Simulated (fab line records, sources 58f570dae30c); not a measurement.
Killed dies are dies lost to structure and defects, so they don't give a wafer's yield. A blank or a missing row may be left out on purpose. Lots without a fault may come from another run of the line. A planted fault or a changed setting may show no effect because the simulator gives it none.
Which tool did it? | flow berkeley_cmos170 | 7 lots, 21 wafers sampled, at 3 steps of a route of 331

WHAT THE GAUGES READ, wafer by wafer
UCB170_NLDD_TW_MEAS_11.
lot  | measured     | on            | NLDD_TW
L287 | day 6 19:54  | film_metro-04 | 2200 2207 2223
L290 | day 7 06:56  | film_metro-02 | 2228 2238 2240
L292 | day 8 04:59  | film_metro-04 | 2182 2185 2175
L296 | day 8 20:08  | film_metro-04 | 2086 2076 2086
L302 | day 10 06:24 | film_metro-02 | 2205 2200 2206
L305 | day 10 14:30 | film_metro-03 | 2204 2190 2200
L309 | day 11 05:26 | film_metro-04 | 2195 2200 2189

WHICH TOOL RAN EACH LOT (tool, then ch and the chambers of the sampled wafers, then the start)
lot  | UCB170_GATE_ETCH_15              | UCB170_NLDD_IMPLANT_09
L287 | rie_si-01 ch 1,2, day 6 14:55    | implanter-04 ch 0, day 6 19:39
L290 | rie_si-01 ch 0,2,3, day 7 03:08  | implanter-02 ch 0, day 7 06:41
L292 | rie_si-01 ch 0,1,2, day 8 01:17  | implanter-04 ch 0, day 8 04:45
L296 | rie_si-01 ch 0,1, day 8 15:21    | implanter-01 ch 0, day 8 19:55
L302 | rie_si-02 ch 0,3, day 10 02:12   | implanter-04 ch 0, day 10 06:11
L305 | rie_si-02 ch 1,2, day 10 09:35   | implanter-02 ch 0, day 10 14:15
L309 | rie_si-02 ch 0,2,3, day 10 23:32 | implanter-02 ch 0, day 11 05:11
- UCB170_GATE_ETCH_15: etches poly-Si in HBr/Cl2, stops on SiO2, time 56.3 s, target depth 278.2 nm.
- UCB170_NLDD_IMPLANT_09

THE ANSWER, worked out from the rows above alone
Rule: what is usual is taken from the lots themselves. Put in order of their means at a reading, lots are off if they are a third of the lots or fewer, leave a main group of 4 or more, and stand apart from it by a gap of 3 or more times the standard deviation of the main group's means; of several such gaps the widest counts. A main group whose means are all the same, to the digits that the tables above print for the reading, isn't used. A lot without any number at a reading at which 4 lots or more have one is off too. The other lots that the step has rows for count as sound.
Off: L296, at UCB170_NLDD_TW_MEAS_11 (NLDD_TW). The main group: mean 2204, standard deviation 17.
A tool fits if, at a process step before that reading, it ran every lot that is off, and no sound lot after the first of them. The gauges at UCB170_NLDD_TW_MEAS_11 are tried like those tools. Can't be told from this: 2 tools fit, rie_si-01 at UCB170_GATE_ETCH_15, implanter-01 at UCB170_NLDD_IMPLANT_09.

WHAT THE SIMULATOR HAD PUT IN
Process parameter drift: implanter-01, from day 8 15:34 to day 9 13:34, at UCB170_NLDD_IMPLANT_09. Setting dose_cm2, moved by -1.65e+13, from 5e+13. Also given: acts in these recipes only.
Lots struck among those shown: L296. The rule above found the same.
